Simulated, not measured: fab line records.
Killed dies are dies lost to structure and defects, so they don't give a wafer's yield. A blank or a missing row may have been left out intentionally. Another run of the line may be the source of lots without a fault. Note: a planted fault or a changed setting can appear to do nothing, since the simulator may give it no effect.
Which tool did it? + flow rit-cmos + Sampling: 15 lots, 45 wafers, 3 of 202 route steps

WHAT THE GAUGES SHOWED, per wafer
RIT_NRETRO_TW_MEAS_10. Usual: for NRETRO_TW the level is 1048 and the standard deviation is 8.8.
| lot  | measured    | on            | NRETRO_TW      | flag |
|------|-------------|---------------|----------------|------|
| L757 | day 2 06:46 | film-metro-01 | 1038 1042 1039 |      |
| L758 | day 2 12:56 | film-metro-01 | 1049 1047 1041 |      |
| L759 | day 2 19:00 | film-metro-02 | 1064 1058 1058 |      |
| L760 | day 2 23:10 | film-metro-01 | 1040 1047 1049 |      |
| L761 | day 3 03:16 | film-metro-01 | 1041 1040 1033 |      |
| L762 | day 3 07:21 | film-metro-02 | 1050 1048 1049 |      |
| L769 | day 4 17:57 | film-metro-03 | 1056 1054 1046 |      |
| L771 | day 5 04:29 | film-metro-02 | 1052 1054 1056 |      |
| L772 | day 5 08:23 | film-metro-01 | 1036 1038 1046 |      |
| L774 | day 5 18:40 | film-metro-03 | 1049 1048 1047 |      |
| L775 | day 5 23:37 | film-metro-02 | 1057 1051 1053 |      |
| L776 | day 6 06:13 | film-metro-03 | 1060 1059 1057 |      |
| L778 | day 6 15:58 | film-metro-01 | 1050 1043 1042 |      |
| L779 | day 6 20:34 | film-metro-01 | 1045 1043 1045 |      |
| L780 | day 7 00:44 | film-metro-01 | 1037 1033 1041 |      |

RIT_PRETRO_OVL_MEAS_06. Usual: for PRETRO_OVL the level is -0.5 nm and the standard deviation is 1.7.
| lot  | measured    | on         | PRETRO_OVL (nm) | flag |
|------|-------------|------------|-----------------|------|
| L757 | day 2 07:42 | overlay-02 | -0.8 -0.1 -2.7  |      |
| L758 | day 2 14:00 | overlay-02 | -0.9 -1.5 -0.6  |      |
| L759 | day 2 20:24 | overlay-02 | -3.1 -3.1 -4.5  |      |
| L760 | day 3 00:11 | overlay-01 | -3.1 -0.3 0.0   |      |
| L761 | day 3 04:13 | overlay-01 | -1.0 -0.4 -0.7  |      |
| L762 | day 3 08:25 | overlay-02 | -0.6 -3.0 0.1   |      |
| L769 | day 4 19:01 | overlay-01 | -0.4 0.7 1.7    |      |
| L771 | day 5 05:26 | overlay-01 | -1.8 -1.5 -1.7  |      |
| L772 | day 5 09:34 | overlay-01 | 0.3 -0.2 0.8    |      |
| L774 | day 5 19:36 | overlay-02 | -1.5 0.5 1.0    |      |
| L775 | day 6 00:34 | overlay-01 | -1.0 -1.0 1.0   |      |
| L776 | day 6 07:17 | overlay-01 | 2.7 1.9 3.0     |      |
| L778 | day 6 17:02 | overlay-02 | -2.1 -0.1 0.6   |      |
| L779 | day 6 21:38 | overlay-01 | -1.0 0.2 -2.8   |      |
| L780 | day 7 01:40 | overlay-02 | -1.2 -1.3 -2.0  |      |

RIT_SDANNEAL_RS_MEAS_05: the measuring method here is four-point-probe. Usual: for NSD_RS the level is 84.47 ohm/sq and the standard deviation is 0.3.
| lot  | measured    | on            | NSD_RS (ohm/sq)   | flag |
|------|-------------|---------------|-------------------|------|
| L757 | day 3 02:30 | film-metro-03 | 84.30 84.50 84.42 |      |
| L758 | day 3 11:33 | film-metro-01 | 84.37 84.06 84.40 |      |
| L759 | day 3 16:14 | film-metro-03 | 84.39 84.83 84.47 |      |
| L760 | day 3 19:46 | film-metro-02 | 84.64 84.57 84.36 |      |
| L761 | day 3 23:37 | film-metro-02 | 84.94 84.81 84.60 |      |
| L762 | day 4 07:28 | film-metro-01 | 84.59 84.39 84.52 |      |
| L769 | day 5 14:26 | film-metro-02 | 84.92 84.74 84.50 |      |
| L771 | day 6 00:47 | film-metro-01 | 83.97 83.81 84.06 |      |
| L772 | day 6 06:10 | film-metro-01 | 84.77 84.70 84.63 |      |
| L774 | day 6 15:01 | film-metro-03 | 84.69 84.34 84.62 |      |
| L775 | day 6 19:10 | film-metro-02 | 84.53 84.36 84.69 |      |
| L776 | day 7 02:11 | film-metro-01 | 84.32 84.57 84.82 |      |
| L778 | day 7 11:26 | film-metro-03 | 84.04 84.00 84.06 |      |
| L779 | day 7 16:04 | film-metro-01 | 84.59 84.89 84.72 |      |
| L780 | day 7 21:37 | film-metro-03 | 84.93 85.02 84.67 |      |

TOOL THAT RAN EACH LOT (tool first, then ch and the chambers of the sampled wafers, then the start)
The record holds no process step before these readings.

AS READ BY THE TOOLS THEMSELVES (means over the sampled wafers that have a number; for cases with no such wafer, the mark the record gives instead)
The record holds no such reading with a usual standard deviation.

THE ANSWER, worked out from the rows above alone
Rule: a lot counts as off when the mean over its wafers that have a number is more than 3 standard deviations away from the usual mean. A lot without any number at a reading at which 4 lots or more have one is off too. The other lots that the step has rows for count as sound. First the gauges in route order, then the tools' own readings, where a lot's mean is used as printed above. The first step at which some lot is off is used, and at that step the reading that is off furthest; a lot without a number counts as furthest.
Across all readings shown, no lot is off: no conclusion can be drawn from this.

WHAT WAS PUT IN BY THE SIMULATOR
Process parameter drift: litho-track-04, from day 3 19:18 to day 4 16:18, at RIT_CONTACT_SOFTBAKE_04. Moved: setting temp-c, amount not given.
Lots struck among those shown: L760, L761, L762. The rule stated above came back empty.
